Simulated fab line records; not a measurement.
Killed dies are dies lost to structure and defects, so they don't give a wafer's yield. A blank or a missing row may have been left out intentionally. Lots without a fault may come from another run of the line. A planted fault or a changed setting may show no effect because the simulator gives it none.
A lot that was struck, set against a sound lot / flow ritCmos / 34 out of 202 route steps
Sound: wafers L501.1, L501.4, L501.5. Wafers L492.2, L492.4, L492.5 were the ones struck. The cause comes at the end.
For every step that has rows: the tool of each side, followed by ch and its chambers, followed by its first start. Under that, the readings that differ: sound wafers / struck wafers / difference of the means / sigmas: that difference in standard deviations of wafers without a fault.
alike: same words and numbers on both sides, and readings whose means sit less than 2 such deviations apart. not compared: any withheld reading, any reading some wafer has no value for, any bound like >300 that may hide the same value, and any number with overlapping values for which the record gives no deviation.
The two part at a step that has a row with sigmas, a row that says differs or no value, or rows on one side only. Non-overlapping numbers with no deviation appear without sigmas and do not part them. Lack of a reading on every wafer of one side parts them only where that side has two or more wafers.

first, 2 steps without rows for these wafers: RIT_SPACER_CLEAN_02 (cleans in SC2, time 600 s); RIT_SPACER_CVD_03 (deposits Si3N4 from SiH2Cl2/NH3, target thk 250 nm, time 3300 s).
RIT_SPACER_THK_MEAS_04:
  sound: filmMetro-01 at day 7 12:32; struck: filmMetro-01 at day 5 14:28
  alike: SPACER_NITRIDE_THK
RIT_SPACER_ETCHBACK_05: etches Si3N4 in SF6/CHF3, stops on SiO2, target depth 250 nm, time 240 s.
  sound on rieDiel-02 ch 1,2, day 7 12:36; struck on rieDiel-04 ch 0,1,2, day 5 14:31
  alike: drypumpMotorCurrentA, oesProductAu, throttleValvePct
  not compared: rfHoursCounterH
then, 6 steps without rows for these wafers: RIT_NSD_HMDS_00 (prime time 60 s); RIT_NSD_COAT_01 (resist thk 1000 nm); RIT_NSD_SOFTBAKE_02 (time 60 s); RIT_NSD_EXPOSE_03 (exposes mask M9, target cd 40700 nm); RIT_NSD_PEB_04; RIT_NSD_DEVELOP_05 (develop time 50 s).
RIT_NSD_OVL_MEAS_06:
  sound: overlay-02 at day 7 13:54; struck: overlay-01 at day 5 15:38
  alike: NSD_OVL
then, 1 step without rows for these wafers: RIT_NSD_HARDBAKE_07 (time 60 s).
RIT_NSD_IMPLANT_08:
  sound on implanter-04 ch 0, day 7 14:05; struck on implanter-04 ch 0, day 5 16:10
RIT_NSD_STRIP_09: strips in O2, time 180 s.
  sound on plasmaAsher-02 ch 0,1, day 7 14:14; struck on plasmaAsher-01 ch 0,1, day 5 16:17
  alike: drypumpMotorCurrentA
  not compared: rfHoursCounterH
RIT_NSD_TW_MEAS_10:
  sound: filmMetro-02 at day 7 14:25; struck: filmMetro-04 at day 5 16:28
reading=NSD_TW; sound=3095 3069 3080; struck=3610 3614 3619; difference=+533; sigmas=+14
then, 6 steps without rows for these wafers: RIT_PSD_HMDS_00 (prime time 60 s); RIT_PSD_COAT_01 (resist thk 1000 nm); RIT_PSD_SOFTBAKE_02 (time 60 s); RIT_PSD_EXPOSE_03 (exposes mask M10, target cd 40900 nm); RIT_PSD_PEB_04; RIT_PSD_DEVELOP_05 (develop time 50 s).
RIT_PSD_OVL_MEAS_06:
  sound: overlay-01 at day 7 15:26; struck: overlay-02 at day 5 17:23
  alike: PSD_OVL
then, 2 steps without rows for these wafers: RIT_PSD_HARDBAKE_07 (time 60 s); RIT_PSD_IMPLANT_08.
RIT_PSD_STRIP_09: strips in O2, time 180 s.
  sound on plasmaAsher-01 ch 0,1, day 7 15:47; struck on plasmaAsher-01 ch 0,1, day 5 17:43
  alike: drypumpMotorCurrentA
  not compared: rfHoursCounterH
RIT_PSD_TW_MEAS_10:
  sound: filmMetro-04 at day 7 15:57; struck: filmMetro-01 at day 5 17:53
  alike: PSD_TW
then, 3 steps without rows for these wafers: RIT_SDANNEAL_CLEAN_00 (cleans in SC1, time 600 s); RIT_SDANNEAL_CLEAN_01 (cleans in dHF, time 30 s); RIT_SDANNEAL_CLEAN_02 (cleans in SC2, time 600 s).
RIT_SDANNEAL_RTA_03: time 5 s.
  sound on rtpAnneal-01 ch 0, day 7 16:23; struck on rtpAnneal-02 ch 0, day 5 18:19
  alike: annealTempCMax, wafer_temp_C_max
RIT_SDANNEAL_RS_MEAS_04: measurement is done with a four-point probe.
  sound: filmMetro-04 at day 7 16:27; struck: filmMetro-01 at day 5 18:23
  alike: PSD_RS
RIT_SDANNEAL_RS_MEAS_05: measurement is done with a four-point probe.
  sound: filmMetro-04 at day 7 16:34; struck: filmMetro-01 at day 5 18:31
reading=NSD_RS (ohm/sq); sound=85.10 85.53 85.50; struck=52.84 52.88 53.04; difference=-32.46; sigmas=-99 or more
RIT_SDANNEAL_RS_MEAS_06: measurement is done with a four-point probe.
  sound: filmMetro-04 at day 7 16:41; struck: filmMetro-01 at day 5 18:38
reading=PLDD_RS (ohm/sq); sound=178.9 179.4 178.3; struck=177.9 177.8 178.5; difference=-0.8; sigmas=-2
RIT_M1_PROBE_99:
  sound: prober-01 at day 7 23:50; struck: prober-02 at day 6 02:16
  alike: killedAtContacts, killedAtFrontEnd, killedDies, killedOnRim, killedOpen, killedShort

## WHERE THEY PART
At RIT_NSD_TW_MEAS_10 first; at RIT_SDANNEAL_RS_MEAS_06 last (within this record only). Later steps at which nothing parts them and some readings are alike: RIT_M1_PROBE_99.

WHY: what the simulator had put in
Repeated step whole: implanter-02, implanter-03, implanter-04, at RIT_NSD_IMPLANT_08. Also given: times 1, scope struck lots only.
